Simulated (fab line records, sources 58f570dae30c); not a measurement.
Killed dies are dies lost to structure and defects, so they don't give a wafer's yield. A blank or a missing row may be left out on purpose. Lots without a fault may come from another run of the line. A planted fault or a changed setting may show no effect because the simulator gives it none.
Which tool did it? | flow berkeley_cmos170 | 15 lots, 45 wafers sampled, at 4 steps of a route of 331

WHAT THE GAUGES READ, wafer by wafer
UCB170_GATE_THK_MEAS_02.
lot  | measured     | on            | GATE_OXIDE_THK (nm)
L633 | day 5 17:10  | film_metro-03 | 6.41 6.50 6.56
L636 | day 6 12:53  | film_metro-02 | 6.52 6.57 6.52
L637 | day 6 12:54  | film_metro-03 | 6.60 6.50 6.46
L641 | day 7 14:26  | film_metro-04 | 6.55 6.57 6.55
L643 | day 7 22:16  | film_metro-03 | 6.80 6.77 6.73
L644 | day 8 06:58  | film_metro-03 | 6.73 6.71 6.47
L647 | day 9 00:23  | film_metro-02 | 6.56 6.52 6.70
L648 | day 9 00:25  | film_metro-04 | 6.39 6.56 6.50
L649 | day 9 00:28  | film_metro-02 | 6.58 6.60 6.51
L651 | day 10 05:35 | film_metro-02 | 6.49 6.49 6.45
L650 | day 10 05:39 | film_metro-02 | 6.63 6.58 6.64
L652 | day 10 05:41 | film_metro-04 | 6.42 6.56 6.46
L653 | day 10 05:41 | film_metro-02 | 6.49 6.38 6.49
L655 | day 10 16:34 | film_metro-04 | 6.59 6.58 6.52
L656 | day 11 04:32 | film_metro-03 | 6.75 6.66 6.69

UCB170_SPACER_THK_MEAS_01.
lot  | measured     | on            | SPACER_TEOS_THK (nm)
L633 | day 6 07:43  | film_metro-03 | 366 373 378
L636 | day 7 02:05  | film_metro-02 | 378 375 382
L637 | day 7 02:50  | film_metro-01 | 366 370 370
L641 | day 8 08:26  | film_metro-01 | 381 372 385
L643 | day 8 18:17  | film_metro-02 | 380 377 387
L644 | day 8 23:34  | film_metro-02 | 366 379 370
L647 | day 9 17:39  | film_metro-03 | 383 367 376
L648 | day 9 20:34  | film_metro-01 | 386 388 376
L649 | day 9 20:34  | film_metro-03 | 371 377 378
L651 | day 10 18:07 | film_metro-01 | 385 384 383
L650 | day 10 18:47 | film_metro-02 | 361 371 383
L652 | day 10 18:23 | film_metro-02 | 379 374 379
L653 | day 10 18:46 | film_metro-03 | 376 381 379
L655 | day 11 07:37 | film_metro-02 | 378 370 370
L656 | day 11 18:02 | film_metro-01 | 368 372 381

UCB170_PSD_CD_MEAS_06: target cd 1200 nm.
lot  | measured     | on        | cd_nm (nm)
L633 | day 6 15:22  | cd_sem-02 | 1201.3 1200.5 1201.0
L636 | day 7 07:28  | cd_sem-02 | 1200.0 1200.6 1201.1
L637 | day 7 07:36  | cd_sem-02 | 1199.2 1200.2 1199.7
L641 | day 8 13:44  | cd_sem-01 | 1202.9 1202.2 1201.4
L643 | day 9 00:34  | cd_sem-02 | 1197.4 1198.2 1197.6
L644 | day 9 06:46  | cd_sem-02 | 1199.7 1199.2 1199.2
L647 | day 9 20:48  | cd_sem-02 | 1200.9 1201.8 1202.1
L648 | day 10 01:13 | cd_sem-02 | 1202.9 1200.8 1200.2
L649 | day 10 00:51 | cd_sem-02 | 1201.0 1200.8 1200.8
L651 | day 11 00:58 | cd_sem-01 | 1202.9 1201.5 1201.6
L650 | day 11 01:00 | cd_sem-02 | 1197.5 1199.3 1197.3
L652 | day 11 01:25 | cd_sem-01 | 1204.4 1204.2 1203.2
L653 | day 11 01:32 | cd_sem-01 | 1198.6 1198.3 1200.2
L655 | day 11 12:54 | cd_sem-02 | 1199.0 1198.0 1198.9
L656 | day 12 00:25 | cd_sem-01 | 1199.0 1198.5 1198.7

WHICH TOOL RAN EACH LOT (tool, then ch and the chambers of the sampled wafers, then the start)
lot  | UCB170_NLDD_CLEAN_12
L633 | wet_bench-02 ch 0, day 6 07:30
L636 | wet_bench-02 ch 3, day 7 01:51
L637 | wet_bench-02 ch 2, day 7 02:34
L641 | wet_bench-03 ch 3, day 8 08:07
L643 | wet_bench-04 ch 0, day 8 18:03
L644 | wet_bench-02 ch 1, day 8 23:21
L647 | wet_bench-02 ch 0, day 9 17:16
L648 | wet_bench-03 ch 3, day 9 20:19
L649 | wet_bench-03 ch 0, day 9 20:19
L651 | wet_bench-02 ch 1, day 10 17:53
L650 | wet_bench-04 ch 2, day 10 18:32
L652 | wet_bench-04 ch 2, day 10 18:09
L653 | wet_bench-04 ch 1, day 10 18:32
L655 | wet_bench-02 ch 1, day 11 07:13
L656 | wet_bench-02 ch 1, day 11 17:46
- UCB170_NLDD_CLEAN_12: cleans in SPM, time 600 s.

WHAT THE TOOLS THEMSELVES READ (means of the sampled wafers that have a number; where no wafer has one, the mark that the record gives instead)
UCB170_NLDD_CLEAN_12.
lot  | tool         | bath_guard_temp_C (C) | bath_heat_duty_pct (%)
L633 | wet_bench-02 | 120.2                 | 12.1
L636 | wet_bench-02 | 119.0                 | 12.2
L637 | wet_bench-02 | 119.9                 | 13.0
L641 | wet_bench-03 | 120.6                 | 10.2
L643 | wet_bench-04 | -                     | -
L644 | wet_bench-02 | -                     | -
L647 | wet_bench-02 | -                     | -
L648 | wet_bench-03 | 120.6                 | 9.9
L649 | wet_bench-03 | 119.4                 | 13.7
L651 | wet_bench-02 | 119.9                 | 12.8
L650 | wet_bench-04 | 120.6                 | 13.3
L652 | wet_bench-04 | 120.6                 | 14.1
L653 | wet_bench-04 | 120.0                 | 13.2
L655 | wet_bench-02 | 119.8                 | 12.7
L656 | wet_bench-02 | 119.8                 | 12.5

THE ANSWER, worked out from the rows above alone
Rule: what is usual is taken from the lots themselves. Put in order of their means at a reading, lots are off if they are a third of the lots or fewer, leave a main group of 4 or more, and stand apart from it by a gap of 3 or more times the standard deviation of the main group's means; of several such gaps the widest counts. A main group whose means are all the same, to the digits that the tables above print for the reading, isn't used. A lot without any number at a reading at which 4 lots or more have one is off too. The other lots that the step has rows for count as sound. The gauges are gone through in route order, then the tools' own readings, and for those a lot's mean is taken as printed above. The first step at which some lot is off is used, and at that step the reading that is off furthest; a lot without a number counts as furthest.
Off: L643, L644, L647, at UCB170_NLDD_CLEAN_12 (bath_guard_temp_C). Without a number there: L643, L644, L647. The main group: mean 120.0 C, standard deviation 0.49.
A tool fits if, at that step or a process step before it, it ran every lot that is off, and no sound lot after the first of them. None of those tried fits.

WHAT THE SIMULATOR HAD PUT IN
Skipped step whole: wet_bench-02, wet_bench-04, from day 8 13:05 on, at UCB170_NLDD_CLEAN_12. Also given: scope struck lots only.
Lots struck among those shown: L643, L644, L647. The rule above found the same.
